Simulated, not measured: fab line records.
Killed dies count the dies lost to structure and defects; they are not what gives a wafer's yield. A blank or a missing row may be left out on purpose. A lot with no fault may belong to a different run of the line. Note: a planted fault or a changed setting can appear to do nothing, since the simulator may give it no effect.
What tool caused it? | flow berkeley-cmos170 | 14 lots with 42 wafers sampled at 5 steps, on a route of 331 steps

## WHAT THE GAUGES READ, wafer by wafer
UCB170_ACTIVE_CD_MEAS_13: the cd target is 1200 nm. Usual: 1200.4 nm for cd-nm, sd 1.6.
lot  | measured    | on        | cd-nm (nm)           | flag
L883 | day 4 17:58 | cd-sem-02 | 1201.9 1199.8 1202.1 |
L887 | day 5 11:10 | cd-sem-02 | 1198.4 1199.3 1199.4 |
L886 | day 5 11:25 | cd-sem-01 | 1201.6 1200.3 1200.8 |
L889 | day 5 23:27 | cd-sem-02 | 1200.8 1199.6 1199.9 |
L888 | day 5 23:53 | cd-sem-01 | 1202.2 1200.2 1201.6 |
L890 | day 6 00:02 | cd-sem-02 | 1200.8 1200.4 1200.9 |
L891 | day 6 15:36 | cd-sem-02 | 1202.4 1201.2 1202.0 |
L894 | day 6 23:16 | cd-sem-02 | 1202.3 1200.9 1201.2 |
L892 | day 6 23:56 | cd-sem-02 | 1199.0 1200.4 1199.5 |
L893 | day 7 00:13 | cd-sem-02 | 1204.2 1203.1 1204.0 |
L895 | day 7 00:14 | cd-sem-01 | 1202.3 1200.7 1200.2 |
L898 | day 7 08:32 | cd-sem-01 | 1200.0 1200.7 1199.9 |
L899 | day 7 16:52 | cd-sem-02 | 1201.0 1201.3 1202.3 |
L902 | day 8 02:41 | cd-sem-02 | 1200.9 1200.1 1201.1 |

UCB170_NVT_TW_MEAS_09. Usual: NVT_TW typically reads 527.0, with standard deviation 2.4.
lot  | measured    | on            | NVT_TW            | flag
L883 | day 6 03:23 | film-metro-01 | 523.9 526.7 525.8 |
L887 | day 6 15:31 | film-metro-04 | 531.5 529.6 527.4 |
L886 | day 6 15:48 | film-metro-04 | 527.8 526.6 526.5 |
L889 | day 7 00:55 | film-metro-04 | 526.5 529.6 528.6 |
L888 | day 7 00:22 | film-metro-04 | 528.0 526.5 528.4 |
L890 | day 7 00:06 | film-metro-01 | 524.9 525.3 528.4 |
L891 | day 7 17:47 | film-metro-03 | 520.5 521.4 522.2 |
L894 | day 8 03:15 | film-metro-04 | 527.4 527.5 525.9 |
L892 | day 8 02:41 | film-metro-04 | 527.3 526.4 526.9 |
L893 | day 8 02:24 | film-metro-03 | 525.0 526.9 527.5 |
L895 | day 8 02:15 | film-metro-04 | 527.4 525.9 528.0 |
L898 | day 8 13:04 | film-metro-01 | 527.2 525.4 529.0 |
L899 | day 8 21:18 | film-metro-03 | 527.7 525.6 528.7 |
L902 | day 9 13:32 | film-metro-03 | 524.0 524.2 523.4 |

UCB170_PVT_TW_MEAS_09. Usual: PVT_TW typically reads 508.2, with standard deviation 2.3.
lot  | measured    | on            | PVT_TW            | flag
L883 | day 6 06:47 | film-metro-04 | 511.6 507.0 509.4 |
L887 | day 6 17:24 | film-metro-04 | 507.2 507.7 509.1 |
L886 | day 6 17:47 | film-metro-01 | 504.8 504.5 507.0 |
L889 | day 7 03:51 | film-metro-04 | 505.9 509.4 508.6 |
L888 | day 7 03:49 | film-metro-02 | 506.6 503.8 506.3 |
L890 | day 7 03:36 | film-metro-04 | 504.9 506.7 505.1 |
L891 | day 7 20:41 | film-metro-04 | 509.8 503.8 509.4 |
L894 | day 8 06:19 | film-metro-01 | 506.9 507.1 507.4 |
L892 | day 8 05:29 | film-metro-04 | 505.4 508.8 509.9 |
L893 | day 8 05:49 | film-metro-01 | 507.7 509.3 508.7 |
L895 | day 8 05:45 | film-metro-04 | 508.7 509.2 508.0 |
L898 | day 8 15:15 | film-metro-02 | 511.4 508.6 510.5 |
L899 | day 8 22:41 | film-metro-02 | 470.3 469.8 465.8 | OFF
L902 | day 9 15:49 | film-metro-04 | 469.1 469.0 471.4 | OFF

## EACH LOT AND THE TOOL THAT RAN IT (in order: tool; ch and the chambers of the sampled wafers; start)
lot  | UCB170_NVT_STRIP_08                 | UCB170_PVT_IMPLANT_07
L883 | plasma-asher-04 ch 0,1, day 6 03:17 | implanter-04 ch 0, day 6 06:32
L887 | plasma-asher-04 ch 0,1, day 6 15:25 | implanter-04 ch 0, day 6 17:09
L886 | plasma-asher-04 ch 0,1, day 6 15:42 | implanter-03 ch 0, day 6 17:32
L889 | plasma-asher-01 ch 0, day 7 00:49   | implanter-03 ch 0, day 7 03:36
L888 | plasma-asher-01 ch 0,1, day 7 00:16 | implanter-04 ch 0, day 7 03:35
L890 | plasma-asher-03 ch 0,1, day 7 00:01 | implanter-03 ch 0, day 7 03:23
L891 | plasma-asher-03 ch 0,1, day 7 17:41 | implanter-04 ch 0, day 7 20:26
L894 | plasma-asher-04 ch 0,1, day 8 03:08 | implanter-02 ch 0, day 8 06:05
L892 | plasma-asher-01 ch 0,1, day 8 02:35 | implanter-03 ch 0, day 8 05:14
L893 | plasma-asher-01 ch 0, day 8 02:18   | implanter-02 ch 0, day 8 05:32
L895 | plasma-asher-01 ch 0,1, day 8 02:09 | implanter-04 ch 0, day 8 05:30
L898 | plasma-asher-03 ch 0,1, day 8 12:58 | implanter-02 ch 0, day 8 15:00
L899 | plasma-asher-04 ch 0,1, day 8 21:13 | implanter-02 ch 0, day 8 22:28
L902 | plasma-asher-04 ch 0,1, day 9 13:26 | implanter-02 ch 0, day 9 15:34
- UCB170_NVT_STRIP_08: strips in O2.
- UCB170_PVT_IMPLANT_07

## AS READ BY THE TOOLS THEMSELVES (means over the sampled wafers that have a number; for cases with no such wafer, the mark the record gives instead)
UCB170_NVT_STRIP_08. Usual: drypump-motor-current-A 6.1 A, standard deviation 0.44; oes-product-au 0.735 a.u., standard deviation 0.0046; strip-time-to-endpoint-s 21.64 s, standard deviation 0.053.
lot  | tool            | drypump-motor-current-A (A) | oes-product-au (a.u.) | strip-time-to-endpoint-s (s) | flag
L883 | plasma-asher-04 | 5.7                         | 0.728                 | 21.72                        |
L887 | plasma-asher-04 | 6.1                         | 0.731                 | 21.61                        |
L886 | plasma-asher-04 | 5.7                         | 0.737                 | 21.67                        |
L889 | plasma-asher-01 | 6.0                         | 0.729                 | 21.64                        |
L888 | plasma-asher-01 | 6.2                         | 0.736                 | 21.66                        |
L890 | plasma-asher-03 | 5.9                         | 0.735                 | 21.68                        |
L891 | plasma-asher-03 | 5.8                         | 0.738                 | 21.70                        |
L894 | plasma-asher-04 | 6.1                         | 0.732                 | 21.59                        |
L892 | plasma-asher-01 | 6.2                         | 0.737                 | 21.71                        |
L893 | plasma-asher-01 | 6.0                         | 0.737                 | 21.66                        |
L895 | plasma-asher-01 | 6.2                         | 0.739                 | 21.68                        |
L898 | plasma-asher-03 | 5.9                         | 0.734                 | 21.62                        |
L899 | plasma-asher-04 | 6.1                         | 0.737                 | 21.59                        |
L902 | plasma-asher-04 | 6.1                         | 0.738                 | 21.57                        |

UCB170_PVT_IMPLANT_07. Usual: beam-on-s 10.00 s, standard deviation 0.2; faraday-current-uA 6.34, standard deviation 0.12.
lot  | tool         | beam-on-s (s) | faraday-current-uA | flag
L883 | implanter-04 | 10.03         | 6.33               |
L887 | implanter-04 | 9.93          | 6.38               |
L886 | implanter-03 | 10.09         | 6.29               |
L889 | implanter-03 | 9.84          | 6.44               |
L888 | implanter-04 | 10.01         | 6.35               |
L890 | implanter-03 | 10.05         | 6.31               |
L891 | implanter-04 | 10.10         | 6.28               |
L894 | implanter-02 | 9.89          | 6.41               |
L892 | implanter-03 | 9.90          | 6.41               |
L893 | implanter-02 | 10.11         | 6.29               |
L895 | implanter-04 | 10.02         | 6.34               |
L898 | implanter-02 | 10.17         | 6.22               |
L899 | implanter-02 | 7.64          | 8.31               | OFF
L902 | implanter-02 | 7.63          | 8.32               | OFF

## THE ANSWER, worked out from the rows above alone
Rule: take the mean of a lot's wafers that have a number; if it is more than 3 standard deviations from the usual mean, the lot is off. A lot without any number at a reading at which 4 lots or more have one is off too. The other lots that the step has rows for count as sound. After the gauges, taken in route order, come the tools' own readings; for these a lot's mean is taken, as printed above. At the first step where some lot is off, the reading lying furthest off is the one used; lots without a number count as furthest.
Off: L899, L902, at UCB170_PVT_TW_MEAS_09 (PVT_TW).
A tool fits if, at a process step before that reading, it ran every lot that is off, and no sound lot after the first of them. The gauges at UCB170_PVT_TW_MEAS_09 aren't tried: what is off there is off at UCB170_PVT_IMPLANT_07 too, on other tools, and a gauge's error can't cause that. Undecided on this evidence; 2 tools fit (plasma-asher-04 at UCB170_NVT_STRIP_08, implanter-02 at UCB170_PVT_IMPLANT_07).

## WHAT THE SIMULATOR HAD PUT IN
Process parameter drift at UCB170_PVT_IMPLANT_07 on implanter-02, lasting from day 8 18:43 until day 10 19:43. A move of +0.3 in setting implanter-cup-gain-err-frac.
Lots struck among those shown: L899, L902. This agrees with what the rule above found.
